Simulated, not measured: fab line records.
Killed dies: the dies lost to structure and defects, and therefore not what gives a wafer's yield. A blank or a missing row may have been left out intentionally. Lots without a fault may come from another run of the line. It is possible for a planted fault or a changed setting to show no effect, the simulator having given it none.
What tool caused it? + flow berkeleyCmos170 + 42 wafers from 14 lots sampled at 4 of the route's 331 steps

== WHAT EACH GAUGE READ, for each wafer ==
UCB170_FIELD_THK_MEAS_02.
| lot  | measured    | on           | FIELD_OXIDE_THK (nm) |
|------|-------------|--------------|----------------------|
| L357 | day 4 16:07 | filmMetro-03 | 556 554 555          |
| L358 | day 4 16:03 | filmMetro-03 | 564 550 567          |
| L361 | day 5 08:16 | filmMetro-04 | 540 543 547          |
| L363 | day 5 17:21 | filmMetro-03 | 562 561 553          |
| L364 | day 6 05:11 | filmMetro-04 | 540 537 540          |
| L365 | day 6 11:10 | filmMetro-04 | 571 570 570          |
| L367 | day 7 02:51 | filmMetro-01 | 541 542 543          |
| L368 | day 7 02:52 | filmMetro-03 | 547 556 550          |
| L373 | day 8 03:42 | filmMetro-01 | 559 567 563          |
| L374 | day 8 10:40 | filmMetro-01 | 462 460 463          |
| L375 | day 8 10:38 | filmMetro-03 | 463 457 459          |
| L377 | day 8 19:28 | filmMetro-03 | 541 536 535          |
| L378 | day 8 19:25 | filmMetro-03 | 549 549 548          |
| L379 | day 8 19:24 | filmMetro-04 | 568 562 565          |

UCB170_FIELD_THK_MEAS_90.
| lot  | measured    | on           | FIELD_OXIDE_LEFT_1_THK (nm) |
|------|-------------|--------------|-----------------------------|
| L357 | day 4 23:26 | filmMetro-01 | 440 438 439                 |
| L358 | day 4 23:26 | filmMetro-03 | 444 432 449                 |
| L361 | day 5 17:07 | filmMetro-03 | 422 424 429                 |
| L363 | day 6 00:56 | filmMetro-01 | 446 447 437                 |
| L364 | day 6 14:50 | filmMetro-03 | 423 420 423                 |
| L365 | day 6 19:16 | filmMetro-01 | 450 450 450                 |
| L367 | day 7 11:33 | filmMetro-03 | 422 424 425                 |
| L368 | day 7 11:36 | filmMetro-04 | 431 438 432                 |
| L373 | day 8 09:28 | filmMetro-04 | 444 451 447                 |
| L374 | day 8 18:47 | filmMetro-01 | 344 342 346                 |
| L375 | day 8 18:46 | filmMetro-03 | 346 341 343                 |
| L377 | day 9 02:47 | filmMetro-03 | 425 420 419                 |
| L378 | day 9 02:44 | filmMetro-01 | 431 431 430                 |
| L379 | day 9 02:43 | filmMetro-03 | 454 447 450                 |

UCB170_FIELD_THK_MEAS_91.
| lot  | measured    | on           | FIELD_OXIDE_LEFT_2_THK (nm) |
|------|-------------|--------------|-----------------------------|
| L357 | day 5 22:25 | filmMetro-04 | 351 349 350                 |
| L358 | day 5 21:11 | filmMetro-01 | 357 344 361                 |
| L361 | day 6 10:22 | filmMetro-03 | 333 336 340                 |
| L363 | day 6 21:11 | filmMetro-03 | 358 358 348                 |
| L364 | day 7 05:27 | filmMetro-04 | 335 333 335                 |
| L365 | day 7 10:54 | filmMetro-03 | 362 362 361                 |
| L367 | day 8 01:23 | filmMetro-01 | 334 336 337                 |
| L368 | day 8 01:28 | filmMetro-01 | 342 351 343                 |
| L373 | day 9 02:05 | filmMetro-03 | 355 363 359                 |
| L374 | day 9 10:33 | filmMetro-03 | 256 254 257                 |
| L375 | day 9 11:13 | filmMetro-01 | 258 252 254                 |
| L377 | day 9 20:21 | filmMetro-03 | 337 332 330                 |
| L378 | day 9 21:01 | filmMetro-04 | 344 343 343                 |
| L379 | day 9 20:17 | filmMetro-04 | 365 358 361                 |

== WHAT TOOL EACH LOT RAN ON (gives the tool, then ch and the chambers of the sampled wafers, and finally the start) ==
| lot  | UCB170_FIELD_OXIDATION_01    |
|------|------------------------------|
| L357 | furnace-01 ch 0, day 4 13:03 |
| L358 | furnace-01 ch 0, day 4 13:03 |
| L361 | furnace-04 ch 0, day 5 05:16 |
| L363 | furnace-02 ch 0, day 5 14:20 |
| L364 | furnace-02 ch 0, day 6 02:11 |
| L365 | furnace-01 ch 0, day 6 08:08 |
| L367 | furnace-04 ch 0, day 6 23:51 |
| L368 | furnace-04 ch 0, day 6 23:51 |
| L373 | furnace-01 ch 0, day 8 00:42 |
| L374 | furnace-01 ch 0, day 8 07:38 |
| L375 | furnace-01 ch 0, day 8 07:38 |
| L377 | furnace-04 ch 0, day 8 16:24 |
| L378 | furnace-04 ch 0, day 8 16:24 |
| L379 | furnace-04 ch 0, day 8 16:24 |
- UCB170_FIELD_OXIDATION_01: target thk 558.3 nm, ox time 7200 s.

== AS READ BY THE TOOLS THEMSELVES (means over the sampled wafers that have a number; for cases with no such wafer, the mark the record gives instead) ==
UCB170_FIELD_OXIDATION_01.
| lot  | tool       | spikeTcCentreC (C) | spikeTcLoadC (C) | spikeTcSourceC (C) | tubeCenterTempC (C) | tube_center_temp_C_max | zonePowerSourcePct (%) |
|------|------------|--------------------|------------------|--------------------|---------------------|------------------------|------------------------|
| L357 | furnace-01 | 1000.6             | 1028.3           | 1021.7             | 1000                | 1002.9                 | 33.2                   |
| L358 | furnace-01 | 1003.0             | 1029.1           | 1023.4             | 1000                | 1002.5                 | 33.0                   |
| L361 | furnace-04 | 1003.0             | 1027.6           | 1028.6             | 1000                | 1002.5                 | 34.5                   |
| L363 | furnace-02 | 1002.7             | 1025.3           | 1026.8             | 1000                | 1002.6                 | 35.0                   |
| L364 | furnace-02 | 1001.7             | 1025.8           | 1025.8             | 1000                | 1002.4                 | 35.0                   |
| L365 | furnace-01 | 1003.3             | 1028.8           | 1023.9             | 1000                | 1002.6                 | 33.0                   |
| L367 | furnace-04 | 1002.0             | 1028.0           | 1029.4             | 1000                | 1002.1                 | 34.2                   |
| L368 | furnace-04 | 1003.1             | 1028.0           | 1028.7             | 1000                | 1002.6                 | 34.0                   |
| L373 | furnace-01 | 1001.2             | 1028.3           | 1022.8             | 1000                | 1002.6                 | 32.8                   |
| L374 | furnace-01 | 975.7              | 1003.8           | 997.5              | 975                 | 977.3                  | 31.2                   |
| L375 | furnace-01 | 975.8              | 1003.5           | 997.5              | 975                 | 977.5                  | 31.3                   |
| L377 | furnace-04 | 1002.5             | 1027.4           | 1029.0             | 1000                | 1002.3                 | 34.1                   |
| L378 | furnace-04 | 1002.7             | 1027.2           | 1028.3             | 1000                | 1002.3                 | 33.9                   |
| L379 | furnace-04 | 1003.2             | 1027.8           | 1029.1             | 1000                | 1002.6                 | 34.1                   |

== THE ANSWER, worked out from the rows above alone ==
Rule: the usual values come from the lots themselves. Put in order of their means at a reading, lots are off if they are a third of the lots or fewer, leave a main group of 4 or more, and stand apart from it by a gap of 3 or more times the standard deviation of the main group's means; of several such gaps the widest counts. If all means in a main group match to the digits the tables above print for the reading, that group is not used. Also off: a lot with no number at a reading for which 4 or more lots have one. All remaining lots with rows at the step are treated as sound. First the gauges in route order, then the tools' own readings, where a lot's mean is used as printed above. At the first step where some lot is off, the reading lying furthest off is the one used; lots without a number count as furthest.
Off: L374, L375, seen at UCB170_FIELD_THK_MEAS_02 (FIELD_OXIDE_THK). The main group: mean 553 nm, standard deviation 10.
A tool fits if, at a process step before that reading, it ran every lot that is off, and no sound lot after the first of them. Not tried: the gauges at UCB170_FIELD_THK_MEAS_02; whatever is off there is also off at UCB170_FIELD_OXIDATION_01, on other tools, and gauge error can't account for it. One candidate fits, namely furnace-01 at UCB170_FIELD_OXIDATION_01. Its last sound lot is L373 (day 8 00:42), its first lot that is off L374 (day 8 07:38): a fault that began between those two fits.
The tool's own readings at UCB170_FIELD_OXIDATION_01 bear it out: on the lots that are off they differ by more than 5 times the standard deviation of the sound lots' means. spikeTcCentreC reads 975.8 C there against 1002.4 C on the sound lots; spikeTcLoadC reads 1003.6 C there against 1027.6 C on the sound lots; spikeTcSourceC reads 997.5 C there against 1026.5 C on the sound lots; tubeCenterTempC reads 975 C there against 1000 C on the sound lots; tube_center_temp_C_max reads 977.4 there against 1002.5 on the sound lots.

== WHAT THE SIMULATOR HAD INSERTED ==
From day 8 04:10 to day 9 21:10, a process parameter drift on furnace-01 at UCB170_FIELD_OXIDATION_01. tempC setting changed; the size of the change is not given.
Shown lots that were struck: L375, L374. The rule given above showed the same thing.
